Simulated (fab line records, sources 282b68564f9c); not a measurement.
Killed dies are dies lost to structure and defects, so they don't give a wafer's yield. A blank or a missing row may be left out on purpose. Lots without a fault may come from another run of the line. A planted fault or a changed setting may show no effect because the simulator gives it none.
fab line records | flow rit_cmos
record lots=5 wafers=23
route steps=202 shown ACTIVE@2 FOX2@25 NWELL@36 PWELL@47 GATE@81 NLDD@104 PLDD@115 NSD@132 M1@202
start_h: hours from the record's first day to the start of the lot's first wafer shown | wait_h: hours since the lot's step before | " the same as in the row above | L1.1+2: a row that stands for several wafers | - no value, or no start given | * or withheld: withheld | < > ~ a bound
route shown NAME@n: a module of which the file shows steps, and the number in the route of the first | usual: mean/standard deviation of fault-free wafers | same: alike in all rows | chamber/n: place in a boat | sites: the reading at each site | _std_site: their standard deviation | _edge_site: outer sites' mean less inner sites' | radius_mm: how far each site lies from the wafer's centre | mask NAME#n: copy n | behind: the tool/chamber that last shaped the wafer | hold: why the lot was held/for how many hours/how that ended | device: the transistor (n, p or np) that didn't switch | end of line: the same wafers' tests at the end of the route | a step without rows: its recipe alone | killed: dies lost to structure and defects at the first sort, not the wafer's yield | map: a wafer's dies, x killed, . not, _ none there
set.NAME: the setting as run; set.NAME@STEP: as run at that earlier step | model.NAME: the simulator's own value behind a step, which no gauge read
lots whose settings were changed on purpose; a table a step, a row a wafer
## steps
# step RIT_ACTIVE_OXIDATION_01
# recipe temp_c=1000 ambient=O2 target_thk_a=468 ox_time_s=3360
# columns lot.wafer tool chamber start_h wait_h set.temp_c model.SiO2_of_ACTIVE_OXIDATION_01.thk_nm
L074.1 - - - 0.1 1023 58.67
L074.2 " - " " 1023 57.74
L074.4 " - " " 1023 58.32
L074.5 " - " " 1023 57.73
L074.6 " - " " 1023 58.3
L075.1 - - - 0.1 1028 61.85
L075.2 " - " " 1028 61.61
L075.3 " - " " 1028 61.73
L075.4 " - " " 1028 61.66
L075.6 " - " " 1028 60.98
L078.1 - - - 0.1 1022 57.57
L078.3 " - " " 1022 57.48
L078.4 " - " " 1022 57.79
L078.5 " - " " 1022 57.7
L078.6 " - " " 1022 56.93
L080.1 - - - 0.1 1000 46.63
L080.2 " - " " 1000 46.01
L080.3 " - " " 1000 46.25
L080.5 " - " " 1000 46.82
L080.6 " - " " 1000 46.4
L085.2 furnace-03 0 66.35 1.3 1000 47.58
L085.3 " 0 " " 1000 47.85
L085.6 " 0 " " 1000 46.97
# step RIT_ACTIVE_THK_MEAS_02
# recipe reads=SiO2_of_ACTIVE_OXIDATION_01
# usual ACTIVE_OXIDE_THK=47.0/0.64
# columns lot.wafer tool chamber start_h wait_h set.temp_c@ACTIVE_OXIDATION_01 ACTIVE_OXIDE_THK[nm]
L074.1 film_metro-03 - - - 1023 58.6
L074.2 " - " " 1023 57.7
L074.4 " - " " 1023 58.3
L074.5 " - " " 1023 57.7
L074.6 " - " " 1023 58.3
L075.1 film_metro-03 - - - 1028 61.9
L075.2 " - " " 1028 61.6
L075.3 " - " " 1028 61.8
L075.4 " - " " 1028 61.5
L075.6 " - " " 1028 61.0
L078.1 film_metro-04 - - - 1022 57.6
L078.3 " - " " 1022 57.5
L078.4 " - " " 1022 57.8
L078.5 " - " " 1022 57.7
L078.6 " - " " 1022 56.9
L080.1 film_metro-04 - - - 1000 46.7
L080.2 " - " " 1000 46.0
L080.3 " - " " 1000 46.2
L080.5 " - " " 1000 46.8
L080.6 " - " " 1000 46.4
L085.2 film_metro-04 - 68.29 0.0 1000 47.6
L085.3 " - " " 1000 47.9
L085.6 " - " " 1000 47.0
# step RIT_ACTIVE_DEVELOP_10
# recipe resist=NOVOLAK develop_time_s=50 dev_temp_c=23
# columns lot.wafer tool chamber start_h wait_h set.develop_time_s
L074.1+2+4+5+6 litho_track-01 0 - - 50
L075.1+3 litho_track-01 0 - - 50
L075.2+4+6 " 0 " " 43.45
L078.1+5 litho_track-01 0 - - 57.45
L078.3+4+6 " 0 " " 50
L080.1+2+3 litho_track-04 0 - - 54.46
L080.5+6 " 0 " " 50
L085.2+3+6 litho_track-02 0 - - 50
# step RIT_ACTIVE_CD_MEAS_11
# recipe target_cd_nm=1400
# usual cd_nm=1400.3/2.4
# columns lot.wafer tool chamber start_h wait_h set.develop_time_s@ACTIVE_DEVELOP_10 cd_nm
L074.1 cd_sem-02 - 14.44 - 50 1401.7
L074.2 " - " " 50 1402.2
L074.4 " - " " 50 1398.7
L074.5 " - " " 50 1401.3
L074.6 " - " " 50 1402.8
L075.1 cd_sem-01 - 19.56 - 50 1398.6
L075.2 " - " " 43.45 1410.1
L075.3 " - " " 50 1398.9
L075.4 " - " " 43.45 1411.1
L075.6 " - " " 43.45 1411.3
L078.1 cd_sem-02 - 35.44 - 57.45 1385.9
L078.3 " - " " 50 1400.0
L078.4 " - " " 50 1398.7
L078.5 " - " " 57.45 1387.3
L078.6 " - " " 50 1400.8
L080.1 cd_sem-02 - 44.44 - 54.46 1392.5
L080.2 " - " " 54.46 1393.1
L080.3 " - " " 54.46 1394.8
L080.5 " - " " 50 1401.1
L080.6 " - " " 50 1402.2
L085.2 cd_sem-01 - 70.81 - 50 1401.1
L085.3 " - " " 50 1399.7
L085.6 " - " " 50 1400.4
# step RIT_ACTIVE_HARDBAKE_12
# recipe resist=NOVOLAK temp_c=140 time_s=60
# step RIT_ACTIVE_ETCH_13
# recipe stop_on=SiO2 chemistry=SF6 target=Si3N4 time_s=210 over_etch_frac=0.4 SF6_flow_sccm=200 pressure_mtorr=260 rf_w=125 target_depth_a=2100
# columns lot.wafer tool chamber start_h wait_h set.develop_time_s@ACTIVE_DEVELOP_10 model.ACTIVE.cd_nm
L074.1+2+6 rie_diel-03 3,1,2 14.71 0.1 50 1402
L074.4 " 2 " " 50 1399
L074.5 " 3 " " 50 1401
L075.1 rie_diel-04 2 19.83 0.1 50 1399
L075.2 " 1 " " 43.45 1410
L075.3 " 0 " " 50 -
L075.4+6 " 3 " " 43.45 1411
L078.1 rie_diel-04 3 35.71 0.1 57.45 1386
L078.3 " 1 " " 50 1400
L078.4 " 2 " " 50 1398
L078.5 " 2 " " 57.45 1387
L078.6 " 3 " " 50 1401
L080.1+2 rie_diel-04 3,2 44.71 0.1 54.46 1393
L080.3 " 1 " " 54.46 1394
L080.5 " 3 " " 50 1401
L080.6 " 2 " " 50 1402
L085.2 rie_diel-04 2 71.21 0.1 50 1401
L085.3 " 0 " " 50 1399
L085.6 " 2 " " 50 1400
# step RIT_ACTIVE_STRIP_14
# recipe chemistry=O2 time_s=180 resist=NOVOLAK platen_temp_c=withheld power_w=500 pressure_mtorr=4000 o2_flow_sccm=4000
# step RIT_ACTIVE_CD_MEAS_90
# recipe target_cd_nm=1400
# usual cd_nm=1400.2/2.5
# columns lot.wafer tool chamber start_h wait_h set.develop_time_s@ACTIVE_DEVELOP_10 cd_nm
L074.1 cd_sem-01 - 15.02 0.1 50 1401.7
L074.2 " - " " 50 1402.0
L074.4 " - " " 50 1398.4
L074.5 " - " " 50 1401.2
L074.6 " - " " 50 1402.3
L075.1 cd_sem-02 - 20.14 0.1 50 1398.5
L075.2 " - " " 43.45 1410.1
L075.3 " - " " 50 1398.9
L075.4 " - " " 43.45 1411.3
L075.6 " - " " 43.45 1411.2
L078.1 cd_sem-01 - 36.02 0.1 57.45 1386.4
L078.3 " - " " 50 1399.8
L078.4 " - " " 50 1398.2
L078.5 " - " " 57.45 1386.9
L078.6 " - " " 50 1400.6
L080.1 cd_sem-02 - 45.02 0.1 54.46 1392.9
L080.2 " - " " 54.46 1393.0
L080.3 " - " " 54.46 1394.4
L080.5 " - " " 50 1401.4
L080.6 " - " " 50 1402.1
L085.2 cd_sem-01 - 71.54 0.1 50 1401.1
L085.3 " - " " 50 1399.4
L085.6 " - " " 50 1399.8
# step RIT_ACTIVE_CLEAN_15
# recipe chemistry=SC1 mix=3:3:50 time_s=600 temp_c=75
# step RIT_ACTIVE_CLEAN_16
# recipe chemistry=dHF dilution=50:1 time_s=30
# step RIT_FOX2_CLEAN_02
# recipe chemistry=dHF dilution=50:1 time_s=180
# step RIT_FOX2_WET_ETCH_03
# recipe chemistry=H3PO4 target=Si3N4 target_depth_nm=195 temp_c=165 time_s=2700
# columns lot.wafer tool chamber start_h wait_h set.temp_c@ACTIVE_OXIDATION_01 model.SiO2_of_ACTIVE_OXIDATION_01.thk_nm
L074.1 wet_bench-01 0 18.44 0.0 1023 52.29
L074.2 " 0 " " 1023 51.48
L074.4 " 0 " " 1023 51.98
L074.5 " 0 " " 1023 51.47
L074.6 " 0 " " 1023 51.99
L075.1 wet_bench-02 1 25.82 0.0 1028 54.62
L075.2 " 1 " " 1028 53.59
L075.3 " 1 " " 1028 54.74
L075.4 " 1 " " 1028 54.67
L075.6 " 1 " " 1028 54.07
L078.1 wet_bench-02 1 39.98 0.0 1022 51
L078.3 " 1 " " 1022 49.9
L078.4 " 1 " " 1022 50.97
L078.5 " 1 " " 1022 50.91
L078.6 " 1 " " 1022 50.43
L080.1 wet_bench-03 3 52.54 0.0 1000 41.35
L080.2 " 3 " " 1000 40.6
L080.3 " 3 " " 1000 40.01
L080.5 " 3 " " 1000 41.5
L080.6 " 3 " " 1000 40.92
L085.2 wet_bench-03 2 74.98 0.0 1000 42.12
L085.3 " 2 " " 1000 42.61
L085.6 " 2 " " 1000 41.59
# step RIT_NWELL_IMPLANT_08
# recipe species=P energy_kev=170 dose_cm2=5e+13 tilt_deg=7
# columns lot.wafer tool chamber start_h wait_h set.energy_kev model.implant.rp_nm model.implant.drp_nm
L074.1+2+4+5+6 implanter-02 0 20.49 0.2 170 219.3 68.82
L075.1+4+6 implanter-02 0 27.80 0.2 170 215 68.82
L075.2+3 " 0 " " 164.1 207.3 67.06
L078.1+6 implanter-01 0 42.09 0.2 170 215.9 68.82
L078.3+4+5 " 0 " " 164.6 208.8 67.21
L080.1+2+3+5+6 implanter-03 0 54.52 0.2 170 215.2 68.82
L085.2+3+6 implanter-03 0 77.18 0.2 170 220.5 68.82
# step RIT_PWELL_IMPLANT_08
# recipe species=B energy_kev=170 dose_cm2=7e+13 tilt_deg=7
# columns lot.wafer tool chamber start_h wait_h set.energy_kev model.implant.rp_nm model.implant.drp_nm
L074.1+4 implanter-01 0 22.04 0.2 162.6 448.6 101.3
L074.2+5+6 " 0 " " 170 463.7 102.9
L075.1+2 implanter-01 0 29.41 0.2 177.6 510.1 104.1
L075.3+4+6 " 0 " " 170 493.2 102.9
L078.1+3 implanter-03 0 43.76 0.2 162.8 470 101.3
L078.4+5+6 " 0 " " 170 485.4 102.9
L080.1+5+6 implanter-03 0 56.20 0.2 170 483.6 102.9
L080.2+3 " 0 " " 166.8 476.8 102.2
L085.2+3+6 implanter-01 0 78.86 0.2 170 467.8 102.9
# step RIT_GATE_OXIDATION_05
# recipe temp_c=900 ambient=O2 target_thk_a=30 ox_time_s=270
# columns lot.wafer tool chamber start_h wait_h set.temp_c model.SiO2_of_GATE_OXIDATION_05.thk_nm
L074.1 - - - 1.0 875.9 2.247
L074.2 " - " " 875.9 2.176
L074.4 " - " " 875.9 2.174
L074.5 " - " " 875.9 2.203
L074.6 " - " " 875.9 2.188
L075.1 - - - 0.1 900 3.01
L075.2 " - " " 900 3.006
L075.3 " - " " 900 2.997
L075.4 " - " " 900 2.971
L075.6 " - " " 900 3
L078.1 - - - 0.1 900 3.033
L078.3 " - " " 900 2.962
L078.4 " - " " 900 2.972
L078.5 " - " " 900 2.97
L078.6 " - " " 900 2.978
L080.1 - - - 2.7 881.9 2.37
L080.2 " - " " 881.9 2.354
L080.3 " - " " 881.9 2.383
L080.5 " - " " 881.9 2.374
L080.6 " - " " 881.9 2.379
L085.2 furnace-04 0 88.92 0.2 900 3.005
L085.3 " 0 " " 900 3.011
L085.6 " 0 " " 900 3.087
# step RIT_GATE_ANNEAL_06
# recipe temp_c=900 time_s=600 ambient=N2O
# step RIT_GATE_THK_MEAS_07
# recipe reads=SiO2_of_GATE_OXIDATION_05
# usual GATE_OXIDE_THK=3.00/0.065
# columns lot.wafer tool chamber start_h wait_h set.temp_c@GATE_OXIDATION_05 GATE_OXIDE_THK[nm]
L074.1 film_metro-03 - 33.78 0.0 875.9 2.25
L074.2 " - " " 875.9 2.16
L074.4 " - " " 875.9 2.17
L074.5 " - " " 875.9 2.19
L074.6 " - " " 875.9 2.16
L075.1 film_metro-03 - 40.27 0.0 900 3.07
L075.2 " - " " 900 3.00
L075.3 " - " " 900 2.99
L075.4 " - " " 900 2.92
L075.6 " - " " 900 2.97
L078.1 film_metro-03 - 55.20 0.0 900 3.05
L078.3 " - " " 900 2.99
L078.4 " - " " 900 2.96
L078.5 " - " " 900 2.99
L078.6 " - " " 900 2.98
L080.1 film_metro-02 - 69.61 0.0 881.9 2.39
L080.2 " - " " 881.9 2.34
L080.3 " - " " 881.9 2.40
L080.5 " - " " 881.9 2.37
L080.6 " - " " 881.9 2.33
L085.2 film_metro-03 - 90.26 0.0 900 2.98
L085.3 " - " " 900 2.99
L085.6 " - " " 900 3.16
# step RIT_NLDD_COAT_01
# recipe resist=NOVOLAK spin_rpm=3250 resist_thk_nm=1000
# columns lot.wafer tool chamber start_h wait_h set.spin_rpm model.NOVOLAK_of_NLDD_COAT_01.thk_nm
L074.1 litho_track-01 0 40.33 0.1 3250 1000
L074.2 " 0 " " 3122 1016
L074.4 " 0 " " 3122 1023
L074.5 " 0 " " 3122 1019
L074.6 " 0 " " 3250 1001
L075.1 litho_track-04 0 46.85 0.1 3250 1001
L075.2 " 0 " " 3250 997.5
L075.3+4 " 0 " " 3178 1013
L075.6 " 0 " " 3178 1010
L078.1+3+6 litho_track-01 0 64.09 0.1 3250 1004
L078.4 " 0 " " 3175 1016
L078.5 " 0 " " 3175 1015
L080.1 litho_track-04 0 76.05 0.1 3450 972.5
L080.2 " 0 " " 3250 1000
L080.3 " 0 " " 3450 972
L080.5 " 0 " " 3250 1001
L080.6 " 0 " " 3250 1002
L085.2+6 litho_track-01 0 97.73 0.1 3250 1005
L085.3 " 0 " " 3250 1007
# step RIT_NLDD_SOFTBAKE_02
# recipe resist=NOVOLAK temp_c=89.1 time_s=60
# step RIT_NLDD_EXPOSE_03
# recipe mask_id=M7 na=0.57 target_cd_nm=40700 dose_mj=250
# step RIT_NLDD_DEVELOP_05
# recipe resist=NOVOLAK develop_time_s=50 dev_temp_c=23
# step RIT_NLDD_HARDBAKE_07
# recipe resist=NOVOLAK temp_c=140 time_s=60
# columns lot.wafer tool chamber start_h wait_h set.spin_rpm@NLDD_COAT_01 model.NOVOLAK_of_NLDD_COAT_01.thk_nm
L074.1 litho_track-01 0 41.06 0.0 3250 883.8
L074.2 " 0 " " 3122 898
L074.4 " 0 " " 3122 903.7
L074.5 " 0 " " 3122 900.6
L074.6 " 0 " " 3250 884.6
L075.1 litho_track-04 0 47.73 0.0 3250 884.7
L075.2 " 0 " " 3250 881.6
L075.3+4 " 0 " " 3178 895.6
L075.6 " 0 " " 3178 892.2
L078.1 litho_track-03 0 64.83 0.0 3250 887.3
L078.3 " 0 " " 3250 887.4
L078.4 " 0 " " 3175 897.9
L078.5 " 0 " " 3175 896.5
L078.6 " 0 " " 3250 886.9
L080.1 litho_track-04 0 76.78 0.0 3450 859.7
L080.2 " 0 " " 3250 883.9
L080.3 " 0 " " 3450 859.2
L080.5 " 0 " " 3250 884.7
L080.6 " 0 " " 3250 885.6
L085.2+6 litho_track-01 0 98.67 0.1 3250 888.6
L085.3 " 0 " " 3250 889.9
# step RIT_PLDD_COAT_01
# recipe resist=NOVOLAK spin_rpm=3250 resist_thk_nm=1000
# columns lot.wafer tool chamber start_h wait_h set.resist_thk_nm model.NOVOLAK_of_PLDD_COAT_01.thk_nm
L074.1 litho_track-04 0 41.75 0.1 1049 1048
L074.2 " 0 " " 1049 1053
L074.4+6 " 0 " " 1000 1001
L074.5 " 0 " " 1000 1002
L075.1 litho_track-04 0 48.41 0.1 1060 1058
L075.2 " 0 " " 1060 1062
L075.3 " 0 " " 1060 1059
L075.4 " 0 " " 1000 998.5
L075.6 " 0 " " 1000 1001
L078.1 litho_track-03 0 65.51 0.1 1000 995.8
L078.3 " 0 " " 1000 994.2
L078.4 " 0 " " 1000 994.4
L078.5 " 0 " " 1000 993.4
L078.6 " 0 " " 1000 998.6
L080.1 litho_track-02 0 77.47 0.1 1000 1003
L080.2 " 0 " " 1027 1034
L080.3+5 " 0 " " 1000 1005
L080.6 " 0 " " 1027 1033
L085.2 litho_track-03 0 99.35 0.1 1000 992.7
L085.3 " 0 " " 1000 993.4
L085.6 " 0 " " 1000 995.6
# step RIT_PLDD_SOFTBAKE_02
# recipe resist=NOVOLAK temp_c=90 time_s=60
# step RIT_PLDD_EXPOSE_03
# recipe mask_id=M8 na=0.57 target_cd_nm=40900 dose_mj=250
# step RIT_PLDD_DEVELOP_05
# recipe resist=NOVOLAK develop_time_s=50 dev_temp_c=23
# step RIT_PLDD_HARDBAKE_07
# recipe resist=NOVOLAK temp_c=140 time_s=60
# columns lot.wafer tool chamber start_h wait_h set.resist_thk_nm@PLDD_COAT_01 model.NOVOLAK_of_PLDD_COAT_01.thk_nm
L074.1 litho_track-03 0 42.48 0.0 1049 925.9
L074.2 " 0 " " 1049 930.1
L074.4 " 0 " " 1000 884.9
L074.5 " 0 " " 1000 885.7
L074.6 " 0 " " 1000 884.3
L075.1 litho_track-04 0 49.15 0.0 1060 934.2
L075.2 " 0 " " 1060 937.7
L075.3 " 0 " " 1060 935.2
L075.4 " 0 " " 1000 882.5
L075.6 " 0 " " 1000 884.3
L078.1 litho_track-02 0 66.25 0.0 1000 880.1
L078.3 " 0 " " 1000 878.6
L078.4 " 0 " " 1000 878.8
L078.5 " 0 " " 1000 878
L078.6 " 0 " " 1000 882.6
L080.1 litho_track-02 0 78.33 0.0 1000 886.3
L080.2 " 0 " " 1027 913.7
L080.3+5 " 0 " " 1000 887.7
L080.6 " 0 " " 1027 912.3
L085.2 litho_track-04 0 100.21 0.0 1000 877.4
L085.3 " 0 " " 1000 878
L085.6 " 0 " " 1000 879.9
# step RIT_NSD_COAT_01
# recipe resist=NOVOLAK spin_rpm=3250 resist_thk_nm=1000
# columns lot.wafer tool chamber start_h wait_h set.resist_thk_nm model.NOVOLAK_of_NSD_COAT_01.thk_nm
L074.1+4 litho_track-04 0 45.81 0.1 1000 997.3
L074.2 " 0 " " 1000 997.8
L074.5 " 0 " " 1000 1001
L074.6 " 0 " " 1000 1002
L075.1 litho_track-04 0 52.42 0.1 1000 999.6
L075.2 " 0 " " 983.8 979.4
L075.3 " 0 " " 983.8 982.7
L075.4 " 0 " " 1000 997.4
L075.6 " 0 " " 983.8 983.1
L078.1 litho_track-02 0 69.46 0.1 1000 1004
L078.3+5 " 0 " " 953.9 956.1
L078.4 " 0 " " 1000 1000
L078.6 " 0 " " 953.9 956.2
L080.1 litho_track-01 0 81.54 0.1 984.5 988.8
L080.2 " 0 " " 1000 1006
L080.3 " 0 " " 1000 1007
L080.5 " 0 " " 1000 1002
L080.6 " 0 " " 984.5 987.3
L085.2+3 litho_track-02 0 104.19 0.1 1000 1008
L085.6 " 0 " " 1000 1004
# step RIT_NSD_SOFTBAKE_02
# recipe resist=NOVOLAK temp_c=90 time_s=60
# step RIT_NSD_EXPOSE_03
# recipe mask_id=M9 na=0.57 target_cd_nm=40700 dose_mj=250
# step RIT_NSD_DEVELOP_05
# recipe resist=NOVOLAK develop_time_s=50 dev_temp_c=23
# step RIT_NSD_HARDBAKE_07
# recipe resist=NOVOLAK temp_c=140 time_s=60
# columns lot.wafer tool chamber start_h wait_h set.resist_thk_nm@NSD_COAT_01 model.NOVOLAK_of_NSD_COAT_01.thk_nm
L074.1 litho_track-02 0 46.78 0.1 1000 881.4
L074.2 " 0 " " 1000 881.9
L074.4 " 0 " " 1000 881.5
L074.5 " 0 " " 1000 884.3
L074.6 " 0 " " 1000 885.3
L075.1 litho_track-01 0 53.15 0.0 1000 883.5
L075.2 " 0 " " 983.8 865.7
L075.3 " 0 " " 983.8 868.7
L075.4 " 0 " " 1000 881.5
L075.6 " 0 " " 983.8 869
L078.1 litho_track-04 0 70.32 0.0 1000 887.4
L078.3+5 " 0 " " 953.9 845.4
L078.4 " 0 " " 1000 883.8
L078.6 " 0 " " 953.9 845.5
L080.1 litho_track-01 0 82.47 0.0 984.5 873.9
L080.2 " 0 " " 1000 889.3
L080.3 " 0 " " 1000 889.9
L080.5 " 0 " " 1000 885.6
L080.6 " 0 " " 984.5 872.7
L085.2 litho_track-04 0 105.05 0.0 1000 890.9
L085.3 " 0 " " 1000 890.6
L085.6 " 0 " " 1000 887.5
# step RIT_M1_PROBE_99
# usual killed_at_contacts=0.0/0.2 killed_at_front_end=7/3.2 killed_dies=7/3.2 killed_open=3.2/2 killed_short=3.6/2.1
# same gross_dies=264 killed_at_M0_to_M3=0 killed_at_M4_up=0 killed_at_back_side=0 killed_at_other=0
# columns lot.wafer tool chamber start_h wait_h set.temp_c@ACTIVE_OXIDATION_01 killed_at_contacts killed_at_front_end killed_dies killed_open killed_short model.etest.nldd.width_nm model.etest.pldd.width_nm
L074.1 prober-02 - 56.55 0.1 1023 0 4 4 3 1 - -
L074.2 prober-02 - 56.60 0.1 1023 0 11 11 6 5 - -
L074.4 prober-02 - 56.70 0.2 1023 0 5 5 1 4 - -
L074.5 prober-02 - 56.75 0.2 1023 0 7 7 4 3 - -
L074.6 prober-02 - 56.80 0.2 1023 0 8 8 4 4 - -
L075.1 prober-01 - 63.09 0.1 1028 1 11 12 7 5 3010 2999
L075.2 prober-01 - 63.14 0.1 1028 0 4 4 1 3 2993 2998
L075.3 prober-01 - 63.19 0.2 1028 0 7 7 1 6 2986 2981
L075.4 prober-01 - 63.24 0.2 1028 0 4 4 2 2 3005 3010
L075.6 prober-01 - 63.34 0.2 1028 0 2 2 1 1 3025 3029
L078.1 prober-02 - 80.22 0.1 1022 0 10 10 6 4 3013 3027
L078.3 prober-02 - 80.32 0.2 1022 0 11 11 4 7 3032 3026
L078.4 prober-02 - 80.37 0.2 1022 0 10 10 5 5 3067 3058
L078.5 prober-02 - 80.42 0.2 1022 0 8 8 2 6 3038 3029
L078.6 prober-02 - 80.47 0.2 1022 0 6 6 2 4 3070 3057
L080.1 prober-02 - 92.18 0.1 1000 0 3 3 0 3 - -
L080.2 prober-02 - 92.23 0.1 1000 0 9 9 4 4 - -
L080.3 prober-02 - 92.28 0.2 1000 0 6 6 1 5 3174 3187
L080.5 prober-02 - 92.38 0.2 1000 0 3 3 3 0 3196 3186
L080.6 prober-02 - 92.43 0.2 1000 0 5 5 5 0 3180 3186
L085.2 prober-01 - 116.14 0.1 1000 0 7 7 4 3 3164 3168
L085.3 prober-01 - 116.19 0.2 1000 0 8 8 3 5 3150 3145
L085.6 prober-01 - 116.34 0.2 1000 0 3 3 1 2 3192 3179
# killed by level:class
L074.1 FOX1:geometric_particle:short=1 GATE:geometric_particle:open=1 REOX:geometric_particle:open=1 SILICIDE:geometric_particle:open=1
L074.2 GATE:geometric_particle:open=3 SILICIDE:geometric_particle:short=3 GATE:geometric_particle:short=2 FOX1:geometric_particle:open=1 SPACER:geometric_particle:open=1 SILICIDE:geometric_particle:open=1
L074.4 FOX1:geometric_particle:short=1 FOX2:geometric_particle:short=1 GATE:geometric_particle:open=1 GATE:geometric_particle:short=1 SILICIDE:geometric_particle:short=1
L074.5 GATE:geometric_particle:open=2 FOX1:geometric_particle:short=1 FOX2:geometric_particle:open=1 GATE:geometric_particle:short=1 SPACER:geometric_particle:open=1 SILICIDE:geometric_particle:short=1
L074.6 GATE:geometric_particle:short=2 SPACER:geometric_particle:open=2 GATE:geometric_particle:open=1 REOX:geometric_particle:open=1 REOX:geometric_particle:short=1 SILICIDE:geometric_particle:short=1
L075.1 GATE:geometric_particle:open=3 FOX1:geometric_particle:short=2 FOX1:geometric_particle:open=1 GATE:geometric_particle:short=1 SPACER:geometric_particle:short=1 SPACER:geometric_particle:open=1 SILICIDE:geometric_particle:open=1 SILICIDE:geometric_particle:short=1
L075.2 FOX2:geometric_particle:short=1 GATE:geometric_particle:short=1 GATE:geometric_particle:open=1 SPACER:geometric_particle:short=1
L075.3 GATE:geometric_particle:short=4 SILICIDE:geometric_particle:short=2 GATE:geometric_particle:open=1
L075.4 GATE:geometric_particle:short=2 FOX1:geometric_particle:open=1 GATE:geometric_particle:open=1
L075.6 REOX:geometric_particle:short=1 REOX:geometric_particle:open=1
L078.1 REOX:geometric_particle:short=4 FOX1:geometric_particle:open=2 REOX:geometric_particle:open=2 GATE:geometric_particle:open=1 SPACER:geometric_particle:open=1
L078.3 SILICIDE:geometric_particle:short=3 REOX:geometric_particle:short=2 ACTIVE:geometric_particle:open=1 FOX2:geometric_particle:open=1 GATE:geometric_particle:short=1 GATE:geometric_particle:open=1 REOX:geometric_particle:open=1 SPACER:geometric_particle:short=1
L078.4 REOX:geometric_particle:short=2 SPACER:geometric_particle:short=2 ACTIVE:geometric_particle:open=1 FOX1:geometric_particle:open=1 FOX2:geometric_particle:open=1 GATE:geometric_particle:open=1 GATE:geometric_particle:short=1 REOX:geometric_particle:open=1
L078.5 FOX1:geometric_particle:short=2 REOX:geometric_particle:short=2 FOX1:geometric_particle:open=1 GATE:geometric_particle:open=1 GATE:geometric_particle:short=1 SPACER:geometric_particle:short=1
L078.6 REOX:geometric_particle:open=2 SPACER:geometric_particle:short=2 FOX2:geometric_particle:short=1 REOX:geometric_particle:short=1
L080.1 FOX1:geometric_particle:short=2 REOX:geometric_particle:short=1
L080.2 GATE:geometric_particle:short=3 GATE:geometric_particle:open=3 SPACER:geometric_particle:open=1 SPACER:geometric_particle:short=1 PWELL:coat_microbubble_printed=1
L080.3 GATE:geometric_particle:short=3 REOX:geometric_particle:short=2 GATE:geometric_particle:open=1
L080.5 SILICIDE:geometric_particle:open=3
L080.6 SILICIDE:geometric_particle:open=2 GATE:geometric_particle:open=2 FOX1:geometric_particle:open=1
L085.2 GATE:geometric_particle:open=2 FOX1:geometric_particle:open=1 FOX1:geometric_particle:short=1 GATE:geometric_particle:short=1 REOX:geometric_particle:open=1 SPACER:geometric_particle:short=1
L085.3 GATE:geometric_particle:short=2 SILICIDE:geometric_particle:open=2 GATE:geometric_particle:open=1 REOX:geometric_particle:short=1 SPACER:geometric_particle:short=1 SILICIDE:geometric_particle:short=1
L085.6 FOX1:geometric_particle:open=1 FOX1:geometric_particle:short=1 GATE:geometric_particle:short=1
## key
split step=RIT_ACTIVE_OXIDATION_01 setting=temp_c stated=1000 by=lot
response step=RIT_ACTIVE_OXIDATION_01 reading=model.SiO2_of_ACTIVE_OXIDATION_01.thk_nm change=+5.09 per=1% r=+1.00
response step=RIT_ACTIVE_THK_MEAS_02 reading=ACTIVE_OXIDE_THK change=+5.08 per=1% r=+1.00
response step=RIT_FOX2_WET_ETCH_03 reading=model.SiO2_of_ACTIVE_OXIDATION_01.thk_nm change=+4.54 per=1% r=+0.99
response step=RIT_M1_PROBE_99 reading=model.etest.nldd.width_nm change=-61 per=1% r=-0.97
response step=RIT_M1_PROBE_99 reading=model.etest.pldd.width_nm change=-61.5 per=1% r=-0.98
split step=RIT_ACTIVE_DEVELOP_10 setting=develop_time_s stated=50 by=wafer
response step=RIT_ACTIVE_CD_MEAS_11 reading=cd_nm change=-0.904 per=1% r=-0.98
response step=RIT_ACTIVE_ETCH_13 reading=model.ACTIVE.cd_nm change=-0.9 per=1% r=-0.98
response step=RIT_ACTIVE_CD_MEAS_90 reading=cd_nm change=-0.898 per=1% r=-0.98
split step=RIT_NWELL_IMPLANT_08 setting=energy_kev stated=170 by=wafer
response step=RIT_NWELL_IMPLANT_08 reading=model.implant.rp_nm change=+2.21 per=1% r=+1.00
response step=RIT_NWELL_IMPLANT_08 reading=model.implant.drp_nm change=+0.509 per=1% r=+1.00
split step=RIT_PWELL_IMPLANT_08 setting=energy_kev stated=170 by=wafer
response step=RIT_PWELL_IMPLANT_08 reading=model.implant.rp_nm change=+3.64 per=1% r=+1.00
response step=RIT_PWELL_IMPLANT_08 reading=model.implant.drp_nm change=+0.337 per=1% r=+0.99
split step=RIT_GATE_OXIDATION_05 setting=temp_c stated=900 by=lot
response step=RIT_GATE_OXIDATION_05 reading=model.SiO2_of_GATE_OXIDATION_05.thk_nm change=+0.304 per=1% r=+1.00
response step=RIT_GATE_THK_MEAS_07 reading=GATE_OXIDE_THK change=+0.308 per=1% r=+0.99
split step=RIT_NLDD_COAT_01 setting=spin_rpm stated=3250 by=wafer
response step=RIT_NLDD_COAT_01 reading=model.NOVOLAK_of_NLDD_COAT_01.thk_nm change=-4.84 per=1% r=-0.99
response step=RIT_NLDD_HARDBAKE_07 reading=model.NOVOLAK_of_NLDD_COAT_01.thk_nm change=-4.23 per=1% r=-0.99
split step=RIT_PLDD_COAT_01 setting=resist_thk_nm stated=1000 by=wafer
response step=RIT_PLDD_COAT_01 reading=model.NOVOLAK_of_PLDD_COAT_01.thk_nm change=+10.1 per=1% r=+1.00
response step=RIT_PLDD_HARDBAKE_07 reading=model.NOVOLAK_of_PLDD_COAT_01.thk_nm change=+8.83 per=1% r=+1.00
split step=RIT_NSD_COAT_01 setting=resist_thk_nm stated=1000 by=wafer
response step=RIT_NSD_COAT_01 reading=model.NOVOLAK_of_NSD_COAT_01.thk_nm change=+10.1 per=1% r=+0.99
response step=RIT_NSD_HARDBAKE_07 reading=model.NOVOLAK_of_NSD_COAT_01.thk_nm change=+8.83 per=1% r=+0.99
